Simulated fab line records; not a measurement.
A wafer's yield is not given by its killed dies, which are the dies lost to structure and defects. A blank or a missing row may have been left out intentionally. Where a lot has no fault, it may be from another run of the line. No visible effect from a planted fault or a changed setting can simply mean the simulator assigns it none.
Which tool did it? | flow berkeleyCmos170 | Sampling: 14 lots, 42 wafers, 5 of 331 route steps

== WHAT THE GAUGES READ, wafer by wafer ==
UCB170_M3_BOW_MEAS_20. Usual: M3_BOW gives 35 um (standard deviation 7.3).
lot  | measured     | on           | M3_BOW (um) | flag
L742 | day 8 10:38  | filmMetro-02 | 45 27 48    | 
L740 | day 8 11:02  | filmMetro-03 | 28 42 33    | 
L741 | day 8 15:48  | filmMetro-02 | 32 30 32    | 
L743 | day 8 19:45  | filmMetro-01 | 23 28 17    | 
L744 | day 9 12:32  | filmMetro-03 | 44 38 38    | 
L748 | day 10 01:40 | filmMetro-03 | 24 44 43    | 
L746 | day 10 02:03 | filmMetro-03 | 23 40 35    | 
L752 | day 11 15:14 | filmMetro-02 | 45 23 45    | 
L755 | day 12 04:31 | filmMetro-01 | 37 42 29    | 
L754 | day 12 05:34 | filmMetro-02 | 35 35 44    | 
L758 | day 12 13:46 | filmMetro-01 | 38 19 28    | 
L760 | day 12 23:26 | filmMetro-02 | 34 49 34    | 
L761 | day 13 23:55 | filmMetro-01 | 35 42 25    | 
L762 | day 13 23:56 | filmMetro-02 | 27 33 29    | 

== TOOL THAT RAN EACH LOT (tool first, then ch and the chambers of the sampled wafers, then the start) ==
lot  | UCB170_M1_ETCH_11                 | UCB170_M3_STRIP_07                  | UCB170_M3_METAL_ETCH_18          | UCB170_M3_STRIP_19
L742 | rieDiel-03 ch 0,1,3, day 7 20:32  | plasmaAsher-03 ch 0,1, day 8 08:25  | rieMetal-02 ch 0,1, day 8 10:11  | plasmaAsher-03 ch 0,1, day 8 10:22
L740 | rieDiel-01 ch 1,3, day 7 21:05    | plasmaAsher-03 ch 0,1, day 8 09:08  | rieMetal-04 ch 0, day 8 10:38    | plasmaAsher-04 ch 0, day 8 10:49
L741 | rieDiel-03 ch 0,1,2, day 8 01:28  | plasmaAsher-04 ch 0,1, day 8 13:53  | rieMetal-04 ch 0,1, day 8 15:23  | plasmaAsher-01 ch 0,1, day 8 15:33
L743 | rieDiel-03 ch 1,2,3, day 8 07:39  | plasmaAsher-04 ch 1, day 8 18:02    | rieMetal-01 ch 0, day 8 19:20    | plasmaAsher-03 ch 0,1, day 8 19:32
L744 | rieDiel-03 ch 0,1,2, day 8 21:59  | plasmaAsher-04 ch 0,1, day 9 10:40  | rieMetal-02 ch 0,1, day 9 12:09  | plasmaAsher-01 ch 0,1, day 9 12:19
L748 | rieDiel-01 ch 0,3, day 9 11:48    | plasmaAsher-03 ch 0,1, day 9 23:45  | rieMetal-02 ch 0,1, day 10 01:15 | plasmaAsher-03 ch 0,1, day 10 01:26
L746 | rieDiel-01 ch 0,1,2, day 9 12:05  | plasmaAsher-04 ch 0,1, day 10 00:10 | rieMetal-01 ch 0,1, day 10 01:39 | plasmaAsher-04 ch 0,1, day 10 01:50
L752 | rieDiel-03 ch 0,1,3, day 10 22:23 | plasmaAsher-03 ch 0,1, day 11 12:26 | rieMetal-01 ch 0,1, day 11 14:49 | plasmaAsher-01 ch 0,1, day 11 15:01
L755 | rieDiel-04 ch 0,1,2, day 11 14:29 | plasmaAsher-04 ch 0,1, day 12 02:34 | rieMetal-04 ch 0,1, day 12 04:06 | plasmaAsher-01 ch 0,1, day 12 04:17
L754 | rieDiel-01 ch 0,1,2, day 11 14:36 | plasmaAsher-01 ch 0,1, day 12 03:28 | rieMetal-01 ch 0,1, day 12 05:09 | plasmaAsher-04 ch 0,1, day 12 05:20
L758 | rieDiel-03 ch 0,1,3, day 12 00:29 | plasmaAsher-01 ch 0, day 12 11:59   | rieMetal-01 ch 0, day 12 13:20   | plasmaAsher-01 ch 0,1, day 12 13:31
L760 | rieDiel-01 ch 0,2,3, day 12 10:53 | plasmaAsher-01 ch 0,1, day 12 21:43 | rieMetal-02 ch 0,1, day 12 23:01 | plasmaAsher-03 ch 0,1, day 12 23:13
L761 | rieDiel-04 ch 0,1,3, day 13 06:32 | plasmaAsher-01 ch 0,1, day 13 21:48 | rieMetal-04 ch 0,1, day 13 23:31 | plasmaAsher-03 ch 0,1, day 13 23:42
L762 | rieDiel-01 ch 0,2,3, day 13 08:08 | plasmaAsher-04 ch 0,1, day 13 21:23 | rieMetal-02 ch 1, day 13 23:28   | plasmaAsher-04 ch 0,1, day 13 23:41
- UCB170_M1_ETCH_11: etches BARC in N2/H2.
- UCB170_M3_STRIP_07: strips in O2.
- UCB170_M3_METAL_ETCH_18: etches Al in Cl2/BCl3, stops on SiO2, target depth 1170 nm, time 195 s.
- UCB170_M3_STRIP_19: strips in O2.

== WHAT THE TOOLS THEMSELVES READ (means of the sampled wafers that have a number; where no wafer has one, the mark that the record gives instead) ==
UCB170_M1_ETCH_11. Usual: biasW 100.0 W, standard deviation 0.31; drypumpMotorCurrentA 5.9 A, standard deviation 0.35; oesProductAu 1.002 a.u., standard deviation 0.017; throttleValvePct 13.40 %, standard deviation 0.17.
lot  | tool       | biasW (W) | drypumpMotorCurrentA (A) | oesProductAu (a.u.) | throttleValvePct (%) | flag
L742 | rieDiel-03 | 100.5     | 5.8                      | 0.990               | 13.36                | 
L740 | rieDiel-01 | 100.2     | 5.5                      | 1.000               | 13.67                | 
L741 | rieDiel-03 | 99.9      | 6.1                      | 0.985               | 13.29                | 
L743 | rieDiel-03 | 100.0     | 6.0                      | 0.996               | 13.42                | 
L744 | rieDiel-03 | 99.8      | 6.1                      | 0.987               | 13.30                | 
L748 | rieDiel-01 | 100.1     | 5.5                      | 1.004               | 13.36                | 
L746 | rieDiel-01 | 100.2     | 6.0                      | 1.004               | 13.42                | 
L752 | rieDiel-03 | 100.1     | 5.8                      | 0.994               | 13.35                | 
L755 | rieDiel-04 | 100.3     | 6.1                      | 1.022               | 13.34                | 
L754 | rieDiel-01 | 100.3     | 6.0                      | 1.006               | 13.43                | 
L758 | rieDiel-03 | 99.7      | 5.8                      | 0.988               | 13.35                | 
L760 | rieDiel-01 | 99.9      | 5.7                      | 1.008               | 13.42                | 
L761 | rieDiel-04 | 99.9      | 6.2                      | 0.998               | 13.31                | 
L762 | rieDiel-01 | 100.4     | 5.7                      | 1.004               | 13.42                | 

UCB170_M3_STRIP_07. Usual: drypumpMotorCurrentA 5.6 A, standard deviation 0.35; oesProductAu 0.734 a.u., standard deviation 0.0046; stripTimeToEndpointS 21.96 s, standard deviation 0.058.
lot  | tool           | drypumpMotorCurrentA (A) | oesProductAu (a.u.) | stripTimeToEndpointS (s) | flag
L742 | plasmaAsher-03 | 5.7                      | 0.731               | 22.02                    | 
L740 | plasmaAsher-03 | 5.7                      | 0.738               | 21.95                    | 
L741 | plasmaAsher-04 | 5.8                      | 0.731               | 21.96                    | 
L743 | plasmaAsher-04 | 5.6                      | 0.729               | 21.97                    | 
L744 | plasmaAsher-04 | 5.8                      | 0.732               | 22.00                    | 
L748 | plasmaAsher-03 | 5.7                      | 0.733               | 21.94                    | 
L746 | plasmaAsher-04 | 5.9                      | 0.731               | 21.92                    | 
L752 | plasmaAsher-03 | 5.7                      | 0.729               | 21.96                    | 
L755 | plasmaAsher-04 | 5.9                      | 0.732               | 21.89                    | 
L754 | plasmaAsher-01 | 5.2                      | 0.735               | 22.01                    | 
L758 | plasmaAsher-01 | 5.5                      | 0.735               | 21.86                    | 
L760 | plasmaAsher-01 | 5.3                      | 0.737               | 22.01                    | 
L761 | plasmaAsher-01 | 5.4                      | 0.731               | 21.99                    | 
L762 | plasmaAsher-04 | 5.9                      | 0.737               | 21.97                    | 

UCB170_M3_METAL_ETCH_18. Usual: bcl3FlowSccm 45.00 sccm, standard deviation 0.14; biasW 120.0 W, standard deviation 0.36; drypumpMotorCurrentA 5.68 A, standard deviation 0.24; oesProductAu 0.864 a.u., standard deviation 0.0079; throttleValvePct 24.6 %, standard deviation 0.37.
lot  | tool        | bcl3FlowSccm (sccm) | biasW (W) | drypumpMotorCurrentA (A) | oesProductAu (a.u.) | throttleValvePct (%) | flag
L742 | rieMetal-02 | 44.95               | 120.2     | 5.70                     | 0.855               | 24.7                 | 
L740 | rieMetal-04 | 44.94               | 120.1     | 5.75                     | 0.867               | 24.6                 | 
L741 | rieMetal-04 | 45.06               | 119.8     | 5.67                     | 0.858               | 24.5                 | 
L743 | rieMetal-01 | 45.00               | 120.4     | 6.11                     | 0.871               | 24.9                 | 
L744 | rieMetal-02 | 45.12               | 120.0     | 5.52                     | 0.865               | 24.9                 | 
L748 | rieMetal-02 | 44.92               | 119.7     | 5.52                     | 0.862               | 24.9                 | 
L746 | rieMetal-01 | 44.97               | 119.8     | 5.84                     | 0.870               | 24.4                 | 
L752 | rieMetal-01 | 44.98               | 120.1     | 5.97                     | 0.867               | 24.6                 | 
L755 | rieMetal-04 | 45.10               | 120.4     | 5.68                     | 0.869               | 24.4                 | 
L754 | rieMetal-01 | 44.94               | 186.0     | 5.83                     | 0.867               | 24.4                 | OFF
L758 | rieMetal-01 | 44.99               | 185.8     | 6.08                     | 0.870               | 24.9                 | OFF
L760 | rieMetal-02 | 44.94               | 119.7     | 5.67                     | 0.854               | 24.7                 | 
L761 | rieMetal-04 | 44.98               | 119.8     | 5.60                     | 0.860               | 24.3                 | 
L762 | rieMetal-02 | 45.00               | 120.1     | 5.38                     | 0.868               | 25.1                 | 

UCB170_M3_STRIP_19. Usual: drypumpMotorCurrentA 5.6 A, standard deviation 0.35; oesProductAu 0.542 a.u., standard deviation 0.019.
lot  | tool           | drypumpMotorCurrentA (A) | oesProductAu (a.u.) | flag
L742 | plasmaAsher-03 | 5.5                      | 0.528               | 
L740 | plasmaAsher-04 | 6.0                      | 0.541               | 
L741 | plasmaAsher-01 | 5.2                      | 0.553               | 
L743 | plasmaAsher-03 | 5.4                      | 0.543               | 
L744 | plasmaAsher-01 | 5.2                      | 0.516               | 
L748 | plasmaAsher-03 | 5.7                      | 0.522               | 
L746 | plasmaAsher-04 | 5.8                      | 0.546               | 
L752 | plasmaAsher-01 | 5.2                      | 0.551               | 
L755 | plasmaAsher-01 | 5.4                      | 0.552               | 
L754 | plasmaAsher-04 | 5.9                      | 0.445               | OFF
L758 | plasmaAsher-01 | 5.4                      | 0.437               | OFF
L760 | plasmaAsher-03 | 5.5                      | 0.512               | 
L761 | plasmaAsher-03 | 5.5                      | 0.562               | 
L762 | plasmaAsher-04 | 5.8                      | 0.527               | 

== THE ANSWER, worked out from the rows above alone ==
Rule: a lot counts as off when the mean over its wafers that have a number is more than 3 standard deviations away from the usual mean. A lot without any number at a reading at which 4 lots or more have one is off too. Any other lot the step has rows for is counted as sound. After the gauges, taken in route order, come the tools' own readings; for these a lot's mean is taken, as printed above. The first step at which some lot is off is used, and at that step the reading that is off furthest; a lot without a number counts as furthest.
Off at UCB170_M3_METAL_ETCH_18 (biasW): L754, L758.
If a tool, at that step or one of the process steps before it, ran each lot that is off and ran no sound lot following the first of them, it fits. One fits: UCB170_M3_METAL_ETCH_18 on rieMetal-01. A fault onset in the window from L752 (day 11 14:49, its last sound lot) to L754 (day 12 05:09, its first lot off) fits.
On the lots that are off, the tool's own readings at UCB170_M3_METAL_ETCH_18 differ by more than 5 times the standard deviation of the sound lots' means, which bears it out; biasW reads 185.9 W there versus 120.0 W on the sound lots.

== WHAT HAD BEEN PUT IN BY THE SIMULATOR ==
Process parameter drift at UCB170_M3_METAL_ETCH_18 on rieMetal-01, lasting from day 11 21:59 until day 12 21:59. Setting biasW shifted by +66 from 120. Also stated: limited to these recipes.
Shown lots that were struck: L754, L758. This agrees with what the rule above found.
